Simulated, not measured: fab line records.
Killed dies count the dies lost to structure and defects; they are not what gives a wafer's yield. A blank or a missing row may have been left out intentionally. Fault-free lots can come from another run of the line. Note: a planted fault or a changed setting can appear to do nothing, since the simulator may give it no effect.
Which of the tools did it? ; flow rit-cmos ; 15 lots, 45 wafers sampled, at 1 step of a route of 202

WHAT EACH GAUGE READ, for each wafer
The record holds no reading of a measuring or inspecting step that can be judged against a usual standard deviation.

TOOL THAT RAN EACH LOT (tool first, then ch and the chambers of the sampled wafers, then the start)
lot;RIT_SILICIDE_RTA_06
L361;rtp-anneal-02 ch 0, day 3 11:42
L362;rtp-anneal-01 ch 0, day 3 18:09
L363;rtp-anneal-02 ch 0, day 3 23:25
L366;rtp-anneal-01 ch 0, day 4 12:32
L370;rtp-anneal-01, day 5 10:20
L371;rtp-anneal-02, day 5 16:50
L372;rtp-anneal-01, day 5 22:38
L374;rtp-anneal-01 ch 0, day 6 06:07
L375;rtp-anneal-02 ch 0, day 6 13:25
L376;rtp-anneal-01 ch 0, day 6 18:41
L377;rtp-anneal-02 ch 0, day 6 21:48
L378;rtp-anneal-01 ch 0, day 7 02:26
L379;rtp-anneal-02 ch 0, day 7 05:32
L381;rtp-anneal-02 ch 0, day 7 17:31
L382;rtp-anneal-01 ch 0, day 7 21:59
- RIT_SILICIDE_RTA_06: time 10 s, ramp up 5 s, ramp down 10 s.

AS READ BY THE TOOLS THEMSELVES (means over the sampled wafers that have a number; for cases with no such wafer, the mark the record gives instead)
RIT_SILICIDE_RTA_06.
lot;tool;anneal-temp-c-max;chamber-o2-ppm;wafer_temp_C_max
L361;rtp-anneal-02;754.2;1.998;752.5
L362;rtp-anneal-01;752.3;1.990;753.4
L363;rtp-anneal-02;754.6;2.002;752.1
L366;rtp-anneal-01;752.8;2.013;753.4
L370;rtp-anneal-01;-;-;-
L371;rtp-anneal-02;-;-;-
L372;rtp-anneal-01;-;-;-
L374;rtp-anneal-01;753.4;2.013;753.0
L375;rtp-anneal-02;753.8;2.043;752.2
L376;rtp-anneal-01;752.6;2.017;753.2
L377;rtp-anneal-02;753.0;2.005;751.8
L378;rtp-anneal-01;752.5;2.002;753.3
L379;rtp-anneal-02;754.1;1.994;752.4
L381;rtp-anneal-02;754.6;2.001;752.0
L382;rtp-anneal-01;752.8;1.984;753.4

THE ANSWER, worked out from the rows above alone
Rule: usual is defined by the lots themselves. Put in order of their means at a reading, lots are off if they are a third of the lots or fewer, leave a main group of 4 or more, and stand apart from it by a gap of 3 or more times the standard deviation of the main group's means; of several such gaps the widest counts. A main group whose means are all the same, to the digits that the tables above print for the reading, isn't used. A lot without any number at a reading at which 4 lots or more have one is off too. The other lots that the step has rows for count as sound. First the gauges in route order, then the tools' own readings, where a lot's mean is used as printed above. At the first step where some lot is off, the reading lying furthest off is the one used; lots without a number count as furthest.
Off: L370, L371, L372 (RIT_SILICIDE_RTA_06, anneal-temp-c-max). Without a number there: L370, L371, L372. For the main group the mean is 753.4 and the standard deviation 0.8.
If a tool, at that step or one of the process steps before it, ran each lot that is off and ran no sound lot following the first of them, it fits. No candidate that was tried fits.

WHAT THE SIMULATOR PUT IN
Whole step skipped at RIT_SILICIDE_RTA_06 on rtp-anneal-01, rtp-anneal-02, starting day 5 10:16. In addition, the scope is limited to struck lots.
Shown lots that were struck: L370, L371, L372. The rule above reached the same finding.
